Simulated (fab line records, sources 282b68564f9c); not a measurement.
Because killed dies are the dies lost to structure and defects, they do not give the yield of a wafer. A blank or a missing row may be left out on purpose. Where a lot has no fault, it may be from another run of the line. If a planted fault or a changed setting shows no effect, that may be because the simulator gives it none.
fab line records	flow ritCmos
record: lots: 6	wafers: 18	lastDay: 7
route steps=202 shown ACTIVE@3 FOX1@20 FOX2@23 NWELL@28 PWELL@39 M1@202
lots untouched by any fault: they come from a run of this same line in which no faults occurred
startH: the number of hours between the record's first day and the start of the first shown wafer of the lot	waitH: hours since the lot's step before	" the same as in the row above	L1.1+2: a row that stands for several wafers	- no value, or no start given	* or withheld: withheld	< > ~ a bound
route shown NAME@n: NAME is a module with steps in the file, n the number in the route of the first one	usual: the fault-free wafers' mean and standard deviation	same: alike in all rows	chamber/n: place in a boat	sites: the reading at each site	_std_site: the values' standard deviation	_edge_site: mean of outer sites minus mean of inner sites	radiusMm: how far each site lies from the wafer's centre	mask NAME#n: copy n	behind: the most recent tool/chamber to have shaped the wafer	hold: cause of the lot's hold/its duration in hours/its outcome	device: the n, p or np transistor that did not switch	end of line: the tests these same wafers got at the end of their route	a step with no rows: only its recipe	killed: at the first sort, the dies lost to defects and structure; wafer yield is something else	map: per-die view of a wafer (x killed, . not killed, _ where there is no die)
set.NAME: the setting that was run; set.NAME@STEP: the one run at that earlier step	model.NAME: the simulator's own value behind a step, which no gauge read
certain route steps with their lots: each step a table, each wafer a row
services: from which hour (startH, from the record's first day; less than 0 if before it) a tool's chamber was out of use, for how many hours, and why
== steps ==
step: RIT_ACTIVE_THK_MEAS_02
recipe: reads: SiO2_of_ACTIVE_OXIDATION_01
usual: ACTIVE_OXIDE_THK: 45.8/0.82
lot.wafer	tool	chamber	startH	waitH	ACTIVE_OXIDE_THK[nm]
L229.2	filmMetro-02	-	62.41	0.0	44.7
L229.3	"	-	"	"	44.7
L229.5	"	-	"	"	44.8
L230.1	filmMetro-03	-	70.62	0.0	45.1
L230.3	"	-	"	"	45.4
L230.4	"	-	"	"	45.1
L235.2	filmMetro-04	-	93.03	0.0	44.5
L235.4	"	-	"	"	45.2
L235.6	"	-	"	"	45.2
L237.1	filmMetro-02	-	103.44	0.0	46.3
L237.2	"	-	"	"	45.6
L237.6	"	-	"	"	45.5
L241.1	filmMetro-04	-	124.94	0.0	45.2
L241.4	"	-	"	"	45.7
L241.6	"	-	"	"	46.6
L242.2	filmMetro-04	-	127.95	0.0	45.5
L242.5	"	-	"	"	46.2
L242.6	"	-	"	"	46.4
step: RIT_ACTIVE_CVD_03
recipe: material: Si3N4	targetThkNm: 150	tempC: 810	precursor: SiH2Cl2/NH3	timeS: 1500	pressureMtorr: 300	sih2cl2FlowSccm: 60	nh3FlowSccm: 150
step: RIT_ACTIVE_THK_MEAS_04
recipe: reads: Si3N4_of_ACTIVE_CVD_03
usual: ACTIVE_NITRIDE_THK: 149.9/1.4
lot.wafer	tool	chamber	startH	waitH	ACTIVE_NITRIDE_THK[nm]
L229.2	filmMetro-03	-	63.89	0.0	151.3
L229.3	"	-	"	"	151.1
L229.5	"	-	"	"	151.3
L230.1	filmMetro-04	-	72.10	0.0	150.5
L230.3	"	-	"	"	149.3
L230.4	"	-	"	"	150.2
L235.2	filmMetro-02	-	94.51	0.0	150.1
L235.4	"	-	"	"	149.5
L235.6	"	-	"	"	149.7
L237.1	filmMetro-04	-	104.92	0.0	150.0
L237.2	"	-	"	"	150.0
L237.6	"	-	"	"	150.2
L241.1	filmMetro-04	-	126.42	0.0	153.8
L241.4	"	-	"	"	152.5
L241.6	"	-	"	"	152.2
L242.2	filmMetro-02	-	129.42	0.0	149.9
L242.5	"	-	"	"	150.0
L242.6	"	-	"	"	149.9
step: RIT_ACTIVE_HMDS_05
recipe: primeTimeS: 60	primeTempC: 140
step: RIT_ACTIVE_COAT_06
recipe: resist: NOVOLAK	spinRpm: 3250	resistThkNm: 1000
step: RIT_ACTIVE_SOFTBAKE_07
recipe: resist: NOVOLAK	tempC: 90	timeS: 60
step: RIT_ACTIVE_EXPOSE_08
recipe: maskId: M1	na: 0.6	sourceShape: conventional	sigmaOuter: 0.6	targetCdNm: 1400	doseMj: 225
step: RIT_ACTIVE_PEB_09
recipe: resist: NOVOLAK	tempC: withheld	timeS: withheld
step: RIT_ACTIVE_DEVELOP_10
recipe: resist: NOVOLAK	developTimeS: 50	devTempC: 23
step: RIT_ACTIVE_CD_MEAS_11
recipe: targetCdNm: 1400
usual: cdNm: 1400.9/2.6
lot.wafer	tool	chamber	startH	waitH	cdNm
L229.2	cdSem-02	-	64.93	-	1401.4
L229.3	"	-	"	"	1400.8
L229.5	"	-	"	"	1400.7
L230.1	cdSem-02	-	73.01	-	1404.0
L230.3	"	-	"	"	1404.3
L230.4	"	-	"	"	1405.2
L235.2	cdSem-01	-	95.48	-	1400.5
L235.4	"	-	"	"	1400.1
L235.6	"	-	"	"	1399.2
L237.1	cdSem-01	-	105.83	-	1401.0
L237.2	"	-	"	"	1396.3
L237.6	"	-	"	"	1397.1
L241.1	cdSem-02	-	127.33	-	1397.1
L241.4	"	-	"	"	1400.1
L241.6	"	-	"	"	1400.6
L242.2	cdSem-02	-	130.34	-	1401.8
L242.5	"	-	"	"	1402.1
L242.6	"	-	"	"	1400.7
step: RIT_ACTIVE_HARDBAKE_12
recipe: resist: NOVOLAK	tempC: 140	timeS: 60
step: RIT_ACTIVE_ETCH_13
recipe: stopOn: SiO2	chemistry: SF6	target: Si3N4	timeS: 210	overEtchFrac: 0.4	SF6_flow_sccm: 200	pressureMtorr: 260	rfW: 125	targetDepthA: 2100
usual: drypumpMotorCurrentA: 5.8/0.4	oesProductAu: 0.824/0.0076	throttleValvePct: 7.48/0.07
lot.wafer	tool	chamber	startH	waitH	drypumpMotorCurrentA	oesProductAu	rfHoursCounterH	throttleValvePct
L229.2	rieDiel-03	0	65.18	0.1	6.1	0.826	151	7.51
L229.3	"	3	"	"	6.7	0.832	28	7.38
L229.5	"	2	"	"	5.3	0.829	-	7.48
L230.1	rieDiel-03	1	73.28	0.1	6.0	0.823	29	7.46
L230.3	"	2	"	"	5.4	0.821	68	7.47
L230.4	"	3	"	"	6.7	0.825	28	7.36
L235.2	rieDiel-02	3	95.73	0.1	6.5	0.835	19	7.41
L235.4	"	2	"	"	5.1	0.814	10	7.44
L235.6	"	1	"	"	5.4	0.832	-	7.65
L237.1	rieDiel-02	2	106.10	0.1	5.2	0.816	10	7.43
L237.2	"	3	"	"	6.4	0.813	19	7.41
L237.6	"	2	"	"	5.2	0.811	-	7.43
L241.1	rieDiel-03	0	127.60	0.1	6.0	0.839	152	7.53
L241.4	"	3	"	"	6.7	0.836	29	7.36
L241.6	"	2	"	"	5.3	0.822	-	7.44
L242.2	rieDiel-03	0	130.59	0.1	6.1	0.826	152	7.52
L242.5	"	2	"	"	5.3	0.827	-	7.44
L242.6	"	1	"	"	6.1	0.821	-	7.48
step: RIT_ACTIVE_STRIP_14
recipe: chemistry: O2	timeS: 180	resist: NOVOLAK	platenTempC: withheld	powerW: 500	pressureMtorr: 4000	o2FlowSccm: 4000
usual: drypumpMotorCurrentA: 5.7/0.5
lot.wafer	tool	chamber	startH	waitH	drypumpMotorCurrentA	rfHoursCounterH
L229.2	plasmaAsher-03	0	65.32	0.1	5.6	41
L229.3	"	0	"	"	5.6	-
L229.5	"	1	"	"	5.7	-
L230.1	plasmaAsher-01	1	73.41	0.1	6.3	43
L230.3	"	0	"	"	4.9	-
L230.4	"	1	"	"	6.4	-
L235.2	plasmaAsher-03	0	95.87	0.1	5.6	44
L235.4	"	1	"	"	5.7	-
L235.6	"	1	"	"	5.6	-
L237.1	plasmaAsher-03	0	106.23	0.1	5.6	45
L237.2	"	1	"	"	5.7	45
L237.6	"	1	"	"	5.7	-
L241.1	plasmaAsher-04	1	127.73	0.1	5.9	36
L241.4	"	0	"	"	6.3	-
L241.6	"	0	"	"	6.3	-
L242.2	plasmaAsher-04	0	130.73	0.1	6.3	36
L242.5	"	1	"	"	5.9	-
L242.6	"	0	"	"	6.3	-
step: RIT_ACTIVE_CD_MEAS_90
recipe: targetCdNm: 1400
usual: cdNm: 1400.8/2.6
lot.wafer	tool	chamber	startH	waitH	cdNm
L229.2	cdSem-01	-	65.51	0.1	1401.4
L229.3	"	-	"	"	1400.8
L229.5	"	-	"	"	1400.7
L230.1	cdSem-01	-	73.59	0.1	1404.6
L230.3	"	-	"	"	1404.6
L230.4	"	-	"	"	1405.4
L235.2	cdSem-01	-	96.06	0.1	1400.8
L235.4	"	-	"	"	1399.9
L235.6	"	-	"	"	1399.2
L237.1	cdSem-02	-	106.41	0.1	1400.6
L237.2	"	-	"	"	1396.1
L237.6	"	-	"	"	1397.0
L241.1	cdSem-02	-	127.90	0.1	1396.8
L241.4	"	-	"	"	1400.2
L241.6	"	-	"	"	1400.7
L242.2	cdSem-01	-	130.92	0.1	1401.5
L242.5	"	-	"	"	1402.3
L242.6	"	-	"	"	1400.5
step: RIT_ACTIVE_CLEAN_15
recipe: chemistry: SC1	mix: 3:3:50	timeS: 600	tempC: 75
step: RIT_ACTIVE_CLEAN_16
recipe: chemistry: dHF	dilution: 50:1	timeS: 30
step: RIT_ACTIVE_CLEAN_17
recipe: chemistry: SC2	mix: 3:3:50	timeS: 600	tempC: 75	dry: n2Spin
step: RIT_FOX1_OXIDATION_00
recipe: tempC: 1100	ambient: H2O	targetThkA: 3507	pH2oTorr: 720	oxTimeS: 1130
step: RIT_FOX1_THK_MEAS_01
recipe: reads: SiO2_of_FOX1_OXIDATION_00
usual: FOX1_OXIDE_THK: 349/6.3
lot.wafer	tool	chamber	startH	waitH	FOX1_OXIDE_THK[nm]
L229.2	filmMetro-01	-	70.57	0.0	348
L229.3	"	-	"	"	341
L229.5	"	-	"	"	344
L230.1	filmMetro-03	-	75.42	0.0	355
L230.3	"	-	"	"	357
L230.4	"	-	"	"	353
L235.2	filmMetro-01	-	98.00	0.0	343
L235.4	"	-	"	"	346
L235.6	"	-	"	"	350
L237.1	filmMetro-02	-	110.32	0.0	347
L237.2	"	-	"	"	341
L237.6	"	-	"	"	346
L241.1	filmMetro-03	-	131.33	0.0	338
L241.4	"	-	"	"	342
L241.6	"	-	"	"	339
L242.2	filmMetro-03	-	132.90	0.0	341
L242.5	"	-	"	"	344
L242.6	"	-	"	"	342
step: RIT_FOX1_WET_ETCH_02
recipe: chemistry: BOE	targetDepthNm: 350	timeS: 401.2	tempC: 21.5	dry: n2Spin	dilution: 10:1	target: SiO2
step: RIT_FOX2_OXIDATION_00
recipe: tempC: 1100	ambient: H2O	targetThkA: 3507	pH2oTorr: 720	oxTimeS: 1130
step: RIT_FOX2_THK_MEAS_01
recipe: reads: SiO2_of_FOX2_OXIDATION_00
usual: FOX2_OXIDE_THK: 349/6.9
lot.wafer	tool	chamber	startH	waitH	FOX2_OXIDE_THK[nm]
L229.2	filmMetro-04	-	73.02	0.0	355
L229.3	"	-	"	"	358
L229.5	"	-	"	"	353
L230.1	filmMetro-01	-	76.91	0.0	358
L230.3	"	-	"	"	359
L230.4	"	-	"	"	351
L235.2	filmMetro-01	-	99.49	0.0	343
L235.4	"	-	"	"	346
L235.6	"	-	"	"	345
L237.1	filmMetro-02	-	113.58	0.0	351
L237.2	"	-	"	"	350
L237.6	"	-	"	"	350
L241.1	filmMetro-04	-	133.57	0.0	349
L241.4	"	-	"	"	349
L241.6	"	-	"	"	346
L242.2	filmMetro-01	-	134.40	0.0	347
L242.5	"	-	"	"	350
L242.6	"	-	"	"	356
step: RIT_FOX2_CLEAN_02
recipe: chemistry: dHF	dilution: 50:1	timeS: 180
step: RIT_FOX2_WET_ETCH_03
recipe: chemistry: H3PO4	target: Si3N4	targetDepthNm: 195	tempC: 165	timeS: 2700
step: RIT_FOX2_THK_MEAS_90
recipe: reads: SiO2_of_FOX2_OXIDATION_00
usual: FIELD_OXIDE_LEFT_1_THK: 322/6.9
lot.wafer	tool	chamber	startH	waitH	FIELD_OXIDE_LEFT_1_THK[nm]
L229.2	filmMetro-02	-	73.97	0.0	327
L229.3	"	-	"	"	330
L229.5	"	-	"	"	325
L230.1	filmMetro-02	-	77.86	0.0	331
L230.3	"	-	"	"	331
L230.4	"	-	"	"	324
L235.2	filmMetro-04	-	100.37	0.0	316
L235.4	"	-	"	"	318
L235.6	"	-	"	"	318
L237.1	filmMetro-01	-	114.46	0.0	324
L237.2	"	-	"	"	322
L237.6	"	-	"	"	322
L241.1	filmMetro-04	-	134.45	0.0	321
L241.4	"	-	"	"	322
L241.6	"	-	"	"	319
L242.2	filmMetro-02	-	135.34	0.0	320
L242.5	"	-	"	"	322
L242.6	"	-	"	"	329
step: RIT_NWELL_HMDS_00
recipe: primeTimeS: 60	primeTempC: 140
step: RIT_NWELL_COAT_01
recipe: resist: NOVOLAK	spinRpm: 2000	resistThkNm: 1300
step: RIT_NWELL_SOFTBAKE_02
recipe: resist: NOVOLAK	tempC: 90	timeS: 60
step: RIT_NWELL_EXPOSE_03
recipe: maskId: M2	na: 0.57	targetCdNm: 43900	doseMj: 250
step: RIT_NWELL_PEB_04
recipe: resist: NOVOLAK	tempC: withheld	timeS: withheld
step: RIT_NWELL_DEVELOP_05
recipe: resist: NOVOLAK	developTimeS: 68	devTempC: 23
step: RIT_NWELL_OVL_MEAS_06
usual: NWELL_OVL: -1.3/1.4
lot.wafer	tool	chamber	startH	waitH	NWELL_OVL[nm]
L229.2	overlay-01	-	74.90	-	0.6
L229.3	"	-	"	"	0.0
L229.5	"	-	"	"	0.2
L230.1	overlay-02	-	78.80	-	-2.8
L230.3	"	-	"	"	-1.6
L230.4	"	-	"	"	-1.2
L235.2	overlay-02	-	101.31	-	-2.1
L235.4	"	-	"	"	-1.3
L235.6	"	-	"	"	-0.6
L237.1	overlay-02	-	115.40	-	-2.5
L237.2	"	-	"	"	-1.9
L237.6	"	-	"	"	-1.9
L241.1	overlay-02	-	135.54	-	-0.2
L241.4	"	-	"	"	-0.4
L241.6	"	-	"	"	0.7
L242.2	overlay-01	-	136.40	-	-3.0
L242.5	"	-	"	"	-2.1
L242.6	"	-	"	"	-2.3
step: RIT_NWELL_HARDBAKE_07
recipe: resist: NOVOLAK	tempC: 140	timeS: 120
step: RIT_NWELL_IMPLANT_08
recipe: species: P	energyKev: 170	doseCm2: 5e+13	tiltDeg: 7
step: RIT_NWELL_STRIP_09
recipe: chemistry: O2	timeS: 180	resist: NOVOLAK	platenTempC: withheld	powerW: 500	pressureMtorr: 4000	o2FlowSccm: 4000
usual: drypumpMotorCurrentA: 5.5/0.55
lot.wafer	tool	chamber	startH	waitH	drypumpMotorCurrentA	rfHoursCounterH
L229.2	plasmaAsher-01	1	75.33	0.1	6.4	43
L229.3	"	1	"	"	6.4	-
L229.5	"	0	"	"	4.9	-
L230.1	plasmaAsher-02	0	79.23	0.1	5.2	44
L230.3	"	0	"	"	5.2	-
L230.4	"	1	"	"	4.6	-
L235.2	plasmaAsher-02	1	101.74	0.1	4.7	46
L235.4	"	0	"	"	5.2	-
L235.6	"	0	"	"	5.1	-
L237.1	plasmaAsher-01	1	115.84	0.1	6.4	47
L237.2	"	0	"	"	4.9	47
L237.6	"	1	"	"	6.4	-
L241.1	plasmaAsher-01	0	135.98	0.1	4.9	50
L241.4	"	1	"	"	6.4	-
L241.6	"	0	"	"	4.9	-
L242.2	plasmaAsher-03	1	136.83	0.1	5.7	49
L242.5	"	1	"	"	5.6	-
L242.6	"	0	"	"	5.6	-
step: RIT_NWELL_TW_MEAS_10
usual: NWELL_TW: 2144/18
lot.wafer	tool	chamber	startH	waitH	NWELL_TW
L229.2	filmMetro-01	-	75.52	0.1	2119
L229.3	"	-	"	"	2126
L229.5	"	-	"	"	2127
L230.1	filmMetro-01	-	79.41	0.1	2136
L230.3	"	-	"	"	2125
L230.4	"	-	"	"	2132
L235.2	filmMetro-03	-	101.92	0.1	2148
L235.4	"	-	"	"	2145
L235.6	"	-	"	"	2157
L237.1	filmMetro-03	-	116.01	0.1	2146
L237.2	"	-	"	"	2148
L237.6	"	-	"	"	2166
L241.1	filmMetro-04	-	136.15	0.1	2155
L241.4	"	-	"	"	2153
L241.6	"	-	"	"	2157
L242.2	filmMetro-01	-	137.02	0.1	2120
L242.5	"	-	"	"	2134
L242.6	"	-	"	"	2128
step: RIT_PWELL_HMDS_00
recipe: primeTimeS: 60	primeTempC: 140
step: RIT_PWELL_COAT_01
recipe: resist: NOVOLAK	spinRpm: 2000	resistThkNm: 1300
step: RIT_PWELL_SOFTBAKE_02
recipe: resist: NOVOLAK	tempC: 90	timeS: 61.06
usual: exhaustPa: 45.1/0.82	plateSensorTCentreC: 90.97/0.0088	plateSensorTEdgeC: 91.020/0.0092
lot.wafer	tool	chamber	startH	waitH	exhaustPa	plateSensorTCentreC	plateSensorTEdgeC
L229.2	lithoTrack-02	0	76.04	0.1	45.8	90.966	91.022
L229.3	"	0	"	"	44.8	90.971	91.020
L229.5	"	0	"	"	43.9	90.981	91.019
L230.1	lithoTrack-03	0	79.77	0.1	45.9	90.972	91.019
L230.3	"	0	"	"	46.1	90.981	91.033
L230.4	"	0	"	"	45.9	90.957	91.030
L235.2	lithoTrack-02	0	102.30	0.1	44.5	90.965	91.015
L235.4	"	0	"	"	44.3	90.962	91.029
L235.6	"	0	"	"	45.2	90.971	91.021
L237.1	lithoTrack-01	0	116.37	0.1	45.3	90.967	91.024
L237.2	"	0	"	"	45.0	90.968	91.024
L237.6	"	0	"	"	44.3	90.965	91.021
L241.1	lithoTrack-01	0	136.51	0.1	46.3	90.961	91.020
L241.4	"	0	"	"	45.0	90.975	91.030
L241.6	"	0	"	"	45.9	90.969	91.040
L242.2	lithoTrack-02	0	137.39	0.1	45.9	90.971	91.013
L242.5	"	0	"	"	45.6	90.979	91.026
L242.6	"	0	"	"	46.9	90.98	91.031
step: RIT_PWELL_EXPOSE_03
recipe: maskId: M3	na: 0.57	targetCdNm: 43700	doseMj: 250
step: RIT_PWELL_PEB_04
recipe: resist: NOVOLAK	tempC: withheld	timeS: withheld
step: RIT_PWELL_DEVELOP_05
recipe: resist: NOVOLAK	developTimeS: 68	devTempC: 22.57
step: RIT_M1_PROBE_99
usual: killedAtContacts: 0.1/0.28	killedAtFrontEnd: 7.0/2.9	killedDies: 7.0/2.9	killedOnRim: 1.8/1.4	killedOpen: 3.4/2.1	killedShort: 3.6/1.7
same: grossDies: 264	killed_at_M0_to_M3: 0	killed_at_M4_up: 0	killedAtBackSide: 0	killedAtOther: 0
lot.wafer	tool	chamber	startH	waitH	killedAtContacts	killedAtFrontEnd	killedDies	killedOnRim	killedOpen	killedShort
L229.2	prober-01	-	112.90	0.1	0	11	11	1	8	3
L229.3	prober-01	-	112.95	0.2	0	1	1	0	0	1
L229.5	prober-01	-	113.05	0.2	0	3	3	0	2	1
L230.1	prober-02	-	118.51	0.1	0	8	8	1	4	4
L230.3	prober-02	-	118.61	0.2	1	5	6	1	2	4
L230.4	prober-02	-	118.66	0.2	0	9	9	5	6	3
L235.2	prober-01	-	139.50	0.1	0	15	15	8	1	0
L235.4	prober-01	-	139.60	0.2	0	8	8	4	4	4
L235.6	prober-01	-	139.70	0.2	0	2	2	1	1	1
L237.1	prober-02	-	155.54	0.1	0	19	19	8	4	3
L237.2	prober-02	-	155.59	0.1	0	3	3	1	0	3
L237.6	prober-02	-	155.79	0.2	1	3	4	0	2	2
L242.2	prober-01	-	176.78	0.1	0	5	5	1	3	2
L242.5	prober-01	-	176.93	0.2	0	6	6	2	4	2
L242.6	prober-01	-	176.98	0.2	0	8	8	2	3	5
L241.1	prober-02	-	178.23	0.1	0	8	8	3	1	7
L241.4	prober-02	-	178.38	0.2	0	9	9	1	3	6
L241.6	prober-02	-	178.48	0.2	1	6	7	1	3	4
killed by level:class
L229.2 SPACER:geometricParticle:open=4 GATE:geometricParticle:open=2 FOX2:geometricParticle:open=1 GATE:geometricParticle:short=1 REOX:geometricParticle:open=1 SPACER:geometricParticle:short=1 SILICIDE:geometricParticle:short=1
L229.3 GATE:geometricParticle:short=1
L229.5 GATE:geometricParticle:short=1 GATE:geometricParticle:open=1 SPACER:geometricParticle:open=1
L230.1 FOX1:geometricParticle:short=2 FOX1:geometricParticle:open=2 FOX2:geometricParticle:short=1 GATE:geometricParticle:short=1 GATE:geometricParticle:open=1 SILICIDE:geometricParticle:open=1
L230.3 GATE:geometricParticle:short=2 FOX1:geometricParticle:open=1 FOX2:geometricParticle:open=1 SPACER:geometricParticle:short=1 CONTACT:geometricParticle:short=1
L230.4 FOX1:geometricParticle:open=2 SPACER:geometricParticle:open=2 GATE:geometricParticle:short=1 GATE:geometricParticle:open=1 REOX:geometricParticle:open=1 REOX:geometricParticle:short=1 SILICIDE:geometricParticle:short=1
L235.2 ACTIVE:unspecified=14 GATE:geometricParticle:open=1
L235.4 FOX1:geometricParticle:short=3 GATE:geometricParticle:open=2 FOX1:geometricParticle:open=1 GATE:geometricParticle:short=1 SILICIDE:geometricParticle:open=1
L235.6 FOX1:geometricParticle:short=1 GATE:geometricParticle:open=1
L237.1 ACTIVE:unspecified=12 FOX2:geometricParticle:open=2 GATE:geometricParticle:short=2 FOX2:geometricParticle:short=1 GATE:geometricParticle:open=1 SPACER:geometricParticle:open=1
L237.2 REOX:geometricParticle:short=1 SPACER:geometricParticle:short=1 SILICIDE:geometricParticle:short=1
L237.6 FOX1:geometricParticle:short=1 GATE:geometricParticle:short=1 GATE:geometricParticle:open=1 CONTACT:geometricParticle:open=1
L242.2 SPACER:geometricParticle:open=3 FOX1:geometricParticle:short=1 SILICIDE:geometricParticle:short=1
L242.5 FOX1:geometricParticle:open=3 FOX2:geometricParticle:short=1 FOX2:geometricParticle:open=1 GATE:geometricParticle:short=1
L242.6 GATE:geometricParticle:short=2 GATE:geometricParticle:open=2 SPACER:geometricParticle:short=2 REOX:geometricParticle:short=1 REOX:geometricParticle:open=1
L241.1 GATE:geometricParticle:short=3 SPACER:geometricParticle:short=2 FOX1:geometricParticle:short=1 FOX2:geometricParticle:short=1 SILICIDE:geometricParticle:open=1
L241.4 GATE:geometricParticle:short=3 FOX2:geometricParticle:open=2 FOX2:geometricParticle:short=1 GATE:geometricParticle:open=1 SPACER:geometricParticle:short=1 SILICIDE:geometricParticle:short=1
L241.6 FOX2:geometricParticle:short=2 GATE:geometricParticle:open=1 SPACER:geometricParticle:open=1 SPACER:geometricParticle:short=1 SILICIDE:geometricParticle:short=1 CONTACT:geometricParticle:open=1
map L235.2 (x killed, . not)
________......._______
_____.............____
____..............x___
___..............xxx__
__................xxx_
__................xxx_
_................x.xxx
_.....................
_.....................
_.....................
__..................._
__..................._
___............x....__
____...............___
_____.............____
________......._______
map L237.1 (x killed, . not)
________......._______
_____.............____
____..............x___
___.............x.xx__
__...x....x......xxxx_
__................xxx_
_........x..........x.
_..................x..
_.....................
_x................x...
__..................._
__..................._
___.....x...........__
____...............___
_____.............____
________......._______
== services ==
tool	chamber	startH	hours	kind
rieDiel-02	0	79.37	2.1	repair
plasmaAsher-02	-	108.80	9.0	pm
plasmaAsher-02	0	108.80	9.0	ventCycle
plasmaAsher-02	1	108.80	9.0	ventCycle
plasmaAsher-02	0	117.80	-	clean
plasmaAsher-02	1	117.80	-	clean
rieDiel-03	0	137.08	-	clean
rieDiel-03	0	137.08	21.5	scheduledDown
rieDiel-03	0	137.08	21.5	ventCycle
== key ==
firstSign: step: RIT_M1_PROBE_99	reading: killedAtFrontEnd	direction: up	sigmas: 3.4	usual: 7.0	struck: 17
effect: step: RIT_M1_PROBE_99	reading: killedDies	direction: up	sigmas: 3.4	usual: 7.0	struck: 17
metAt RIT_ACTIVE_STRIP_14
struckWafers L235.2,L237.1
testerLeftOut L235,L237
onsetBetween 65.32 95.87
fault: kind: chamberParticleSource	tool: plasmaAsher-03	chamber: 0	onsetH: 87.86	steps: RIT_ACTIVE_STRIP_14	ratePerVisitCm2: 0.68119	endH: 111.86
testerLeftOut: of these lots the tester's yield and bins aren't shown, on N5 and GAA mostly nor the transistor test; their killed dies are dies lost to structure and defects alone, not to doping, threshold or leakage, so they don't give the yield
